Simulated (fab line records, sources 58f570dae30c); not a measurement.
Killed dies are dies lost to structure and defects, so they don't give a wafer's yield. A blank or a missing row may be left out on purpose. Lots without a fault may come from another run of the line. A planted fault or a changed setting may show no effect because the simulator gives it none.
Problem report in the 8D (eight disciplines) form, filled by code | flow berkeley_cmos170 | the parts of the form that need people (team, actions taken, sign-off) are left out

1. THE PROBLEM
M3_OVL at UCB170_M3_OVL_MEAS_16 reads a mean of 64 nm on 9 wafers of 3 lots; wafers without a fault read 0 nm with a standard deviation of 4.9. That is +13 standard deviations from the usual mean.
First seen on wafer L619.1, day 13 12:39, on overlay-01. The record holds 45 wafers of 15 lots with a number at this step. Rule for "out", or "out of limits": more than 4 standard deviations from the usual mean. The other wafers with a number count as sound.

2. WHAT IT IS AND WHAT IT IS NOT
question                    | is                     | is not
which readings at this step | M3_OVL                 | -
which lots                  | L619, L620, L623       | L603, L604, L605, L606, L609, L610, L611, L615, L616, L617, L618, L622
which wafers of those lots  | all that have a number | -
read on which gauges        | overlay-01, overlay-02 | -
when                        | from day 13 12:39      | up to then (36 sound wafers)

3. SUSPECTS, AND WHAT RULES EACH OUT
Counting: a tool at a process step up to the reading stays a suspect if it ran every lot that is out and no sound lot after the first of them.
- the gauge at UCB170_M3_OVL_MEAS_16: ruled out. The wafers that are out were read on 2 gauges (overlay-01, overlay-02).
- krf_scanner-02 at UCB170_M3_EXPOSE_12 (exposes mask METAL3, target cd 700 nm): kept. It ran every lot that is out, first L619 (day 13 10:52), and no sound lot after that; its last sound lot up to then is L622 (day 13 06:19).
Left after counting: krf_scanner-02 at UCB170_M3_EXPOSE_12.

4. THE CAUSE (what the simulator had put in)
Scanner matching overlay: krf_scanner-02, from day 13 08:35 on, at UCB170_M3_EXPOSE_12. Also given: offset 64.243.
Counting left only this tool.

5. THE CHAIN OF EFFECTS, in route order
Each row: a reading whose mean over the struck wafers that have a number lies more than 3 standard deviations from the usual. Only readings for which the record gives a usual standard deviation are gone through. hours: the time from each lot's start at the first step in this table that gives one to its start at this step, as a median over the lots. sigmas: the change in usual standard deviations.
hours | step                  | reading | usual | on struck wafers | change | sigmas
0     | UCB170_M3_OVL_MEAS_16 | M3_OVL  | 0 nm  | 64               | +64    | +13
Later measuring or inspecting steps at which every struck wafer that the step has a row for has a number for every such reading, and none has moved that far: UCB170_M3_BOW_MEAS_20.

6. WHAT WOULD HAVE CAUGHT IT SOONER
In this record the first reading out of limits at a measuring or inspecting step was taken at day 13 12:39, 4 hours after the fault began at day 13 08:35.
Of the tool readings at UCB170_M3_EXPOSE_12 for which the record gives a usual standard deviation, none was out on any struck wafer, so an alarm limit of 4 standard deviations on them would not have fired.
Of the lots that are out (3), L620, L623 began UCB170_M3_EXPOSE_12 on krf_scanner-02 after day 13 12:39. A hold on the tool at that time would have spared those 2.
